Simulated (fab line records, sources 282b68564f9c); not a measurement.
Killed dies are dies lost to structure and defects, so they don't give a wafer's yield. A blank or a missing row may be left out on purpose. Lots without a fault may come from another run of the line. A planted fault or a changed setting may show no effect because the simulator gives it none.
fab line records | flow rit_cmos
record lots=6 wafers=18 last_day=6
route steps=202 shown NRETRO@60 PRETRO@64 M1@202
lots that met no fault: from a run of the same line without faults
start_h: hours from the record's first day to the start of the lot's first wafer shown | wait_h: hours since the lot's step before | " the same as in the row above | L1.1+2: a row that stands for several wafers | - no value, or no start given | * or withheld: withheld | < > ~ a bound
route shown NAME@n: a module of which the file shows steps, and the number in the route of the first | usual: mean/standard deviation of fault-free wafers | same: alike in all rows | chamber/n: place in a boat | sites: the reading at each site | _std_site: their standard deviation | _edge_site: outer sites' mean less inner sites' | radius_mm: how far each site lies from the wafer's centre | mask NAME#n: copy n | behind: the tool/chamber that last shaped the wafer | hold: why the lot was held/for how many hours/how that ended | device: the transistor (n, p or np) that didn't switch | end of line: the same wafers' tests at the end of the route | a step without rows: its recipe alone | killed: dies lost to structure and defects at the first sort, not the wafer's yield | map: a wafer's dies, x killed, . not, _ none there
set.NAME: the setting as run; set.NAME@STEP: as run at that earlier step | model.NAME: the simulator's own value behind a step, which no gauge read
lots at some steps of the route; a table a step, a row a wafer
services: from which hour (start_h, from the record's first day; less than 0 if before it) a tool's chamber was out of use, for how many hours, and why
## steps
# step RIT_NRETRO_HARDBAKE_07
# recipe resist=NOVOLAK temp_c=140 time_s=120
# step RIT_NRETRO_IMPLANT_08
# recipe species=P energy_kev=70 dose_cm2=1e+13 tilt_deg=7
# step RIT_NRETRO_STRIP_09
# recipe chemistry=O2 time_s=180 resist=NOVOLAK platen_temp_c=withheld power_w=500 pressure_mtorr=4000 o2_flow_sccm=4000
# usual drypump_motor_current_A=5.7/0.5 rf_refl_power_W=6.8/1.6
# same time_s=180
# columns lot.wafer tool chamber start_h wait_h drypump_motor_current_A rf_hours_counter_h rf_refl_power_W
L511.3 plasma_asher-04 0 56.50 0.1 6.3 - 6.9
L511.4 " 1 " " 5.9 - 4.7
L511.6 " 0 " " 6.3 - 7.3
L512.1 plasma_asher-04 0 61.77 0.1 6.3 28 6.5
L512.4 " 0 " " 6.3 - 6.8
L512.5 " 0 " " 6.3 - 6.9
L517.1 plasma_asher-03 1 89.30 0.1 5.7 43 9.4
L517.3 " 1 " " 5.7 - 9.7
L517.4 " 0 " " 5.6 - 7.9
L518.1 plasma_asher-04 0 92.96 0.1 6.3 31 7.1
L518.2 " 1 " " 5.9 31 4.8
L518.3 " 1 " " 5.9 - 5.0
L519.2 plasma_asher-04 0 96.33 0.1 6.3 32 7.3
L519.3 " 0 " " 6.3 - 6.4
L519.5 " 1 " " 5.9 - 4.6
L520.1 plasma_asher-03 1 103.19 0.1 5.6 45 10.0
L520.2 " 0 " " 5.6 45 8.3
L520.3 " 1 " " 5.6 - 9.6
# step RIT_NRETRO_TW_MEAS_10
# usual NRETRO_TW=1054/6.6
# columns lot.wafer tool chamber start_h wait_h NRETRO_TW
L511.3 film_metro-02 - 56.63 0.1 1047
L511.4 " - " " 1052
L511.6 " - " " 1048
L512.1 film_metro-02 - 61.95 0.1 1051
L512.4 " - " " 1054
L512.5 " - " " 1047
L517.1 film_metro-02 - 89.47 0.1 1049
L517.3 " - " " 1057
L517.4 " - " " 1047
L518.1 film_metro-03 - 93.14 0.1 1050
L518.2 " - " " 1050
L518.3 " - " " 1043
L519.2 film_metro-03 - 96.52 0.1 1050
L519.3 " - " " 1062
L519.5 " - " " 1057
L520.1 film_metro-03 - 103.37 0.1 1059
L520.2 " - " " 1060
L520.3 " - " " 1056
# step RIT_PRETRO_HMDS_00
# recipe prime_time_s=60 prime_temp_c=140
# step RIT_PRETRO_COAT_01
# recipe resist=NOVOLAK spin_rpm=2000 resist_thk_nm=1316
# step RIT_PRETRO_SOFTBAKE_02
# recipe resist=NOVOLAK temp_c=90 time_s=60
# step RIT_PRETRO_EXPOSE_03
# recipe mask_id=M5 na=0.57 target_cd_nm=43700 dose_mj=250
# step RIT_PRETRO_PEB_04
# recipe resist=NOVOLAK temp_c=withheld time_s=withheld
# step RIT_PRETRO_DEVELOP_05
# recipe resist=NOVOLAK develop_time_s=68 dev_temp_c=23
# step RIT_PRETRO_OVL_MEAS_06
# usual PRETRO_OVL=1.2/1.2
# columns lot.wafer tool chamber start_h wait_h PRETRO_OVL[nm]
L511.3 overlay-01 - 57.69 - -0.1
L511.4 " - " " 0.2
L511.6 " - " " -0.4
L512.1 overlay-01 - 62.92 - 1.4
L512.4 " - " " 1.3
L512.5 " - " " 1.0
L517.1 overlay-01 - 90.41 - 1.1
L517.3 " - " " 1.6
L517.4 " - " " 1.8
L518.1 overlay-02 - 94.20 - -0.3
L518.2 " - " " -0.4
L518.3 " - " " -0.3
L519.2 overlay-01 - 97.78 - 1.5
L519.3 " - " " 2.0
L519.5 " - " " 1.1
L520.1 overlay-02 - 104.43 - 0.4
L520.2 " - " " -0.7
L520.3 " - " " 0.8
# step RIT_PRETRO_HARDBAKE_07
# recipe resist=NOVOLAK temp_c=140 time_s=120
# step RIT_PRETRO_IMPLANT_08
# recipe species=B energy_kev=45 dose_cm2=1.2e+13 tilt_deg=7
# usual beam_energy_keV=45.000/0.014 faraday_current_uA=38.0/0.76
# columns lot.wafer tool chamber start_h wait_h beam_energy_keV faraday_current_uA model.implant.rp_nm model.implant.drp_nm
L511.3 implanter-03 0 58.02 0.2 44.992 38.3 141.3 55.07
L511.4 " 0 " " 44.985 39.0 141.3 55.07
L511.6 " 0 " " 44.988 37.6 141.3 55.07
L512.1 implanter-02 0 63.37 0.2 45.031 38.5 149.8 55.07
L512.4 " 0 " " 44.991 38.5 149.8 55.07
L512.5 " 0 " " 44.996 37.3 149.8 55.07
L517.1 implanter-02 0 90.70 0.2 45.011 40.4 145.3 55.07
L517.3 " 0 " " 45.014 37.5 145.3 55.07
L517.4 " 0 " " 45.007 38.0 145.3 55.07
L518.1 implanter-03 0 94.49 0.2 50.849 38.3 156.1 59.12
L518.2 " 0 " " 50.844 37.4 156.1 59.12
L518.3 " 0 " " 50.852 37.1 156.1 59.12
L519.2 implanter-02 0 98.09 0.2 45.004 37.4 142.2 55.07
L519.3 " 0 " " 44.988 38.2 142.2 55.07
L519.5 " 0 " " 45.001 37.3 142.2 55.07
L520.1 implanter-03 0 104.72 0.2 50.838 38.9 161.4 59.12
L520.2 " 0 " " 50.839 37.8 161.4 59.12
L520.3 " 0 " " 50.850 37.7 161.4 59.12
# step RIT_PRETRO_STRIP_09
# recipe chemistry=O2 time_s=180 resist=NOVOLAK platen_temp_c=withheld power_w=500 pressure_mtorr=4000 o2_flow_sccm=4000
# usual drypump_motor_current_A=5.8/0.55 rf_refl_power_W=6.8/1.3
# same time_s=180
# columns lot.wafer tool chamber start_h wait_h drypump_motor_current_A rf_hours_counter_h rf_refl_power_W
L511.3 plasma_asher-01 1 58.17 0.1 6.4 - 7.2
L511.4 " 0 " " 4.9 - 6.6
L511.6 " 1 " " 6.3 - 7.5
L512.1 plasma_asher-01 0 63.52 0.1 4.9 42 6.3
L512.4 " 1 " " 6.5 - 7.6
L512.5 " 1 " " 6.4 - 7.5
L517.1 plasma_asher-04 0 90.85 0.1 6.3 31 7.1
L517.3 " 0 " " 6.3 - 6.8
L517.4 " 1 " " 5.9 - 4.6
L518.1 plasma_asher-01 0 94.64 0.1 4.9 45 6.6
L518.2 " 1 " " 6.4 45 7.1
L518.3 " 1 " " 6.3 - 7.3
L519.2 plasma_asher-03 1 98.21 0.1 5.7 45 9.7
L519.3 " 0 " " 5.6 - 8.3
L519.5 " 0 " " 5.6 - 8.1
L520.1 plasma_asher-04 1 104.87 0.1 5.9 33 4.8
L520.2 " 0 " " 6.3 33 7.1
L520.3 " 1 " " 5.9 - 4.8
# step RIT_PRETRO_TW_MEAS_10
# usual PRETRO_TW=473.9/2.2
# columns lot.wafer tool chamber start_h wait_h hold PRETRO_TW
L511.3 film_metro-03 - 58.31 0.1 - 476.1
L511.4 " - " " - 477.6
L511.6 " - " " - 476.3
L512.1 film_metro-02 - 63.69 0.1 - 476.0
L512.4 " - " " - 474.4
L512.5 " - " " - 473.4
L517.1 film_metro-01 - 91.03 0.1 - 473.9
L517.3 " - " " - 467.8
L517.4 " - " " - 473.5
L518.1 film_metro-02 - 94.81 0.1 await_dispo/0.2h/release 484.6
L518.2 " - " " await_dispo/0.2h/release 484.9
L518.3 " - " " await_dispo/0.2h/release 483.7
L518.1 film_metro-02 - 95.12 0.3 - 483.3
L518.2 " - " " - 483.1
L518.3 " - " " - 484.5
L519.2 film_metro-03 - 98.40 0.1 - 480.1
L519.3 " - " " - 481.0
L519.5 " - " " - 475.7
L520.1 film_metro-01 - 105.04 0.1 - 481.7
L520.2 " - " " - 478.1
L520.3 " - " " - 480.6
# step RIT_M1_PROBE_99
# usual killed_at_contacts=0.1/0.28 killed_at_front_end=7.0/2.9 killed_dies=7.0/2.9 killed_open=3.4/2.1 killed_short=3.6/1.7
# same gross_dies=264 killed_at_M0_to_M3=0 killed_at_M4_up=0 killed_at_back_side=0 killed_at_other=0
# columns lot.wafer tool chamber start_h wait_h killed_at_contacts killed_at_front_end killed_dies killed_open killed_short model.etest.nmos_narrow.drive_ua_um model.etest.nmos_0p3.drive_ua_um model.etest.retro_edge_nmos.off_log10_a_um model.etest.nmos_0p15.off_log10_a_um model.etest.ring.quiet_log10_a model.etest.gate_end_array.leak_log10_a_um model.etest.nmos_0p3.off_log10_a_um model.etest.nmos_narrow.off_log10_a_um
L511.3 prober-02 - 85.10 0.2 0 7 7 5 2 207.2 215.7 -10 -10.05 -7.769 -12.85 -13.03 -13.22
L511.4 prober-02 - 85.15 0.2 0 5 5 4 1 208.7 213.1 -10.24 -10.47 -8.085 -13.11 -13.23 -13.29
L511.6 prober-02 - 85.25 0.2 0 4 4 4 0 204.5 206.8 -10.48 -10.56 -8.305 -12.83 -13.14 -13.27
L512.1 prober-01 - 94.54 0.1 0 5 5 2 3 212.4 214.5 -9.998 -10.06 -7.763 -13.04 -13.17 -13.31
L512.4 prober-01 - 94.69 0.2 0 8 8 4 4 220.2 217.1 -9.878 -10.04 -7.832 -12.86 -13.12 -13.26
L512.5 prober-01 - 94.74 0.2 0 3 3 1 2 214 215.6 -10.01 -10.04 -7.817 -12.97 -13.06 -13.33
L517.1 prober-02 - 118.51 0.1 0 8 8 4 4 215.4 216.3 -10.64 -10.77 -8.434 -12.95 -13.09 -13.28
L517.3 prober-02 - 118.61 0.2 1 5 6 2 4 217.2 219.5 -11.01 -11.01 -8.569 -12.83 -13.05 -13.21
L517.4 prober-02 - 118.66 0.2 0 9 9 6 3 220.9 222.6 -10.54 -10.75 -8.317 -13.03 -13.18 -13.2
L519.2 prober-02 - 128.97 0.1 0 5 5 1 4 220.2 219.8 -10.19 -10.43 -7.935 -12.97 -13.15 -13.31
L519.3 prober-02 - 129.02 0.2 0 9 9 5 4 225.7 222.9 -10.3 -10.41 -7.741 -12.88 -13.13 -13.26
L519.5 prober-02 - 129.12 0.2 0 5 5 2 3 222.8 220.4 -9.979 -10.07 -7.635 -12.92 -13.12 -13.36
L518.1 prober-01 - 132.05 0.1 0 7 7 3 4 - - - - - - - -
L518.2 prober-01 - 132.10 0.1 0 2 2 1 1 - - - - - - - -
L518.3 prober-01 - 132.15 0.2 1 6 7 4 3 - - - - - - - -
L520.1 prober-01 - 133.96 0.1 0 6 6 2 4 248.6 245 -9.239 -9.501 -7.441 -12.52 -12.74 -13.03
L520.2 prober-01 - 134.01 0.1 0 9 9 3 6 238.2 238.4 -9.361 -9.501 -7.455 -12.57 -12.86 -13.09
L520.3 prober-01 - 134.06 0.2 1 5 6 3 3 249.9 248.4 -9.302 -9.399 -7.205 -12.69 -12.94 -13.14
# killed by level:class
L511.3 REOX:geometric_particle:open=3 GATE:geometric_particle:short=2 GATE:geometric_particle:open=1 SPACER:geometric_particle:open=1
L511.4 FOX1:geometric_particle:open=2 FOX1:geometric_particle:short=1 REOX:geometric_particle:open=1 SPACER:geometric_particle:open=1
L511.6 FOX1:geometric_particle:open=2 FOX2:geometric_particle:open=1 SPACER:geometric_particle:open=1
L512.1 REOX:geometric_particle:short=2 FOX1:geometric_particle:open=1 GATE:geometric_particle:short=1 REOX:geometric_particle:open=1
L512.4 GATE:geometric_particle:short=4 GATE:geometric_particle:open=2 FOX1:geometric_particle:open=1 REOX:geometric_particle:open=1
L512.5 GATE:geometric_particle:short=1 GATE:geometric_particle:open=1 SPACER:geometric_particle:short=1
L517.1 FOX1:geometric_particle:short=2 FOX1:geometric_particle:open=2 FOX2:geometric_particle:short=1 GATE:geometric_particle:short=1 GATE:geometric_particle:open=1 SILICIDE:geometric_particle:open=1
L517.3 GATE:geometric_particle:short=2 FOX1:geometric_particle:open=1 FOX2:geometric_particle:open=1 SPACER:geometric_particle:short=1 CONTACT:geometric_particle:short=1
L517.4 FOX1:geometric_particle:open=2 SPACER:geometric_particle:open=2 GATE:geometric_particle:short=1 GATE:geometric_particle:open=1 REOX:geometric_particle:open=1 REOX:geometric_particle:short=1 SILICIDE:geometric_particle:short=1
L519.2 FOX1:geometric_particle:short=3 GATE:geometric_particle:short=1 SILICIDE:geometric_particle:open=1
L519.3 REOX:geometric_particle:short=2 SPACER:geometric_particle:open=2 FOX1:geometric_particle:short=1 FOX1:geometric_particle:open=1 GATE:geometric_particle:short=1 REOX:geometric_particle:open=1 SILICIDE:geometric_particle:open=1
L519.5 SILICIDE:geometric_particle:short=2 FOX1:geometric_particle:open=1 FOX1:geometric_particle:short=1 GATE:geometric_particle:open=1
L518.1 REOX:geometric_particle:open=2 FOX1:geometric_particle:short=1 GATE:geometric_particle:open=1 GATE:geometric_particle:short=1 REOX:geometric_particle:short=1 SPACER:geometric_particle:short=1
L518.2 GATE:geometric_particle:short=1 GATE:geometric_particle:open=1
L518.3 GATE:geometric_particle:open=2 ACTIVE:geometric_particle:open=1 FOX1:geometric_particle:short=1 FOX1:geometric_particle:open=1 SPACER:geometric_particle:short=1 CONTACT:geometric_particle:short=1
L520.1 SILICIDE:geometric_particle:short=2 FOX2:geometric_particle:short=1 GATE:geometric_particle:short=1 SPACER:geometric_particle:open=1 SILICIDE:geometric_particle:open=1
L520.2 GATE:geometric_particle:short=2 SPACER:geometric_particle:open=2 SPACER:geometric_particle:short=2 SILICIDE:geometric_particle:short=2 SILICIDE:geometric_particle:open=1
L520.3 GATE:geometric_particle:open=2 SPACER:geometric_particle:short=2 SILICIDE:geometric_particle:short=1 CONTACT:geometric_particle:open=1
## services
# columns tool chamber start_h hours kind
implanter-02 - 77.63 4.7 pm
## key
first_sign step=RIT_PRETRO_IMPLANT_08 reading=beam_energy_keV direction=up sigmas=99+ usual=45.000 struck=50.845
effect step=RIT_PRETRO_TW_MEAS_10 reading=visit direction=added
model_effect step=RIT_PRETRO_IMPLANT_08 value=implant.rp_nm without=141.5 struck=158.8
model_effect step=RIT_M1_PROBE_99 value=etest.nmos_narrow.drive_ua_um without=231.5 struck=245.6
met_at RIT_PRETRO_IMPLANT_08
struck_wafers L518.1,L518.2,L518.3,L520.1,L520.2,L520.3
tester_left_out L518,L520
onset_between 58.02 94.49
fault kind=process_parameter_drift tool=implanter-03 chamber=- onset_h=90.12 steps=RIT_PRETRO_IMPLANT_08 channel=energy_kev offset=5.85 shape=step end_h=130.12 acts_in=these_recipes_only stated=45
# tester_left_out: of these lots the tester's yield and bins aren't shown, on N5 and GAA mostly nor the transistor test; their killed dies are dies lost to structure and defects alone, not to doping, threshold or leakage, so they don't give the yield
